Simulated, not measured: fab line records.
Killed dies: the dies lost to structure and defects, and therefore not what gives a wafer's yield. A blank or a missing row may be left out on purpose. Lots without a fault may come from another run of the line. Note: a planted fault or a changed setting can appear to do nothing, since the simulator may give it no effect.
A single fault, viewed from 2 desks :: flow ritCmos :: every desk sees just its own numbers, and what lay behind them comes last

## DESK OF THE TOOL OWNER: lpcvd-01
The tool's own readings at RIT_SPACER_CVD_03 (deposits Si3N4 from SiH2Cl2/NH3, target thk 250 nm, time 3300 s): means of the sampled wafers that have a number, for each lot that ran on this tool. The brackets show how far a lot's mean lies from the usual mean; more than 4 standard deviations puts the lot out of limits, marked OUT.
Columns: A = pressureMtorr at RIT_SPACER_CVD_03, usual 300.0 mTorr; B = zonePowerSourcePct at RIT_SPACER_CVD_03, usual 22.0 %
lot: L532
first seen here: day 3 11:24
A: 299.9
B: 19.8

lot: L533
first seen here: day 3 16:38
A: 299.7
B: 19.7

lot: L534
first seen here: day 3 22:24
A: 299.5
B: 24.1

lot: L536
first seen here: day 4 07:41
A: 300.3
B: 19.7

lot: L546
first seen here: day 6 05:55
A: 358.9 (+94) OUT
B: 19.6

lot: L548
first seen here: day 6 15:22
A: 300.0
B: 24.1

lot: L549
first seen here: day 6 20:15
A: 300.0
B: 23.9
This desk finds L546 out of limits, L546 being first, at day 6 05:55 (pressureMtorr at RIT_SPACER_CVD_03). Within limits: L532, L533, L534, L536, L548, L549.

## METROLOGY DESK
Means of the sampled wafers that have a number, per lot and without regard to the tool the lot ran on: this is what the gauges read. The brackets show how far a lot's mean lies from the usual mean; more than 4 standard deviations puts the lot out of limits, marked OUT.
Columns: A = SPACER_NITRIDE_THK at RIT_SPACER_THK_MEAS_04, usual 248.2 nm
lot: L532
first seen here: day 3 13:19
A: 249.2

lot: L533
first seen here: day 3 18:34
A: 248.3

lot: L534
first seen here: day 4 00:20
A: 249.0

lot: L535
first seen here: day 4 07:01
A: 247.0

lot: L536
first seen here: day 4 09:38
A: 248.0

lot: L537
first seen here: day 4 13:25
A: 247.5

lot: L546
first seen here: day 6 08:47
A: 261.7 (+6.7) OUT

lot: L548
first seen here: day 6 17:18
A: 248.2

lot: L549
first seen here: day 6 22:11
A: 248.8

lot: L550
first seen here: day 6 23:25
A: 247.9

lot: L552
first seen here: day 7 13:21
A: 245.1

lot: L553
first seen here: day 7 20:10
A: 248.4

lot: L554
first seen here: day 8 03:17
A: 248.1
This desk's finding: out of limits on L546; first on L546, day 6 08:47 (SPACER_NITRIDE_THK at RIT_SPACER_THK_MEAS_04). Within limits: L532, L533, L534, L535, L536, L537, L548, L549, L550, L552, L553, L554.

## TAKEN TOGETHER
The tool owner's desk could have raised an alarm at day 6 05:55, on L546.
At day 6 08:47 the metrology desk could have sounded an alarm, on L546.
All the named lots went through RIT_SPACER_CVD_03 on lpcvd-01.

## WHAT HAD BEEN PUT IN BY THE SIMULATOR
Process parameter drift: lpcvd-01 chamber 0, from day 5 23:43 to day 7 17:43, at RIT_SPACER_CVD_03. The setting pressureMtorr was moved by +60, starting from 300. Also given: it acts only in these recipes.
Shown lots that were struck: L546.
Hours from the fault's start to each desk's first reading out of limits: the tool owner's desk, 6; the metrology desk, 9.
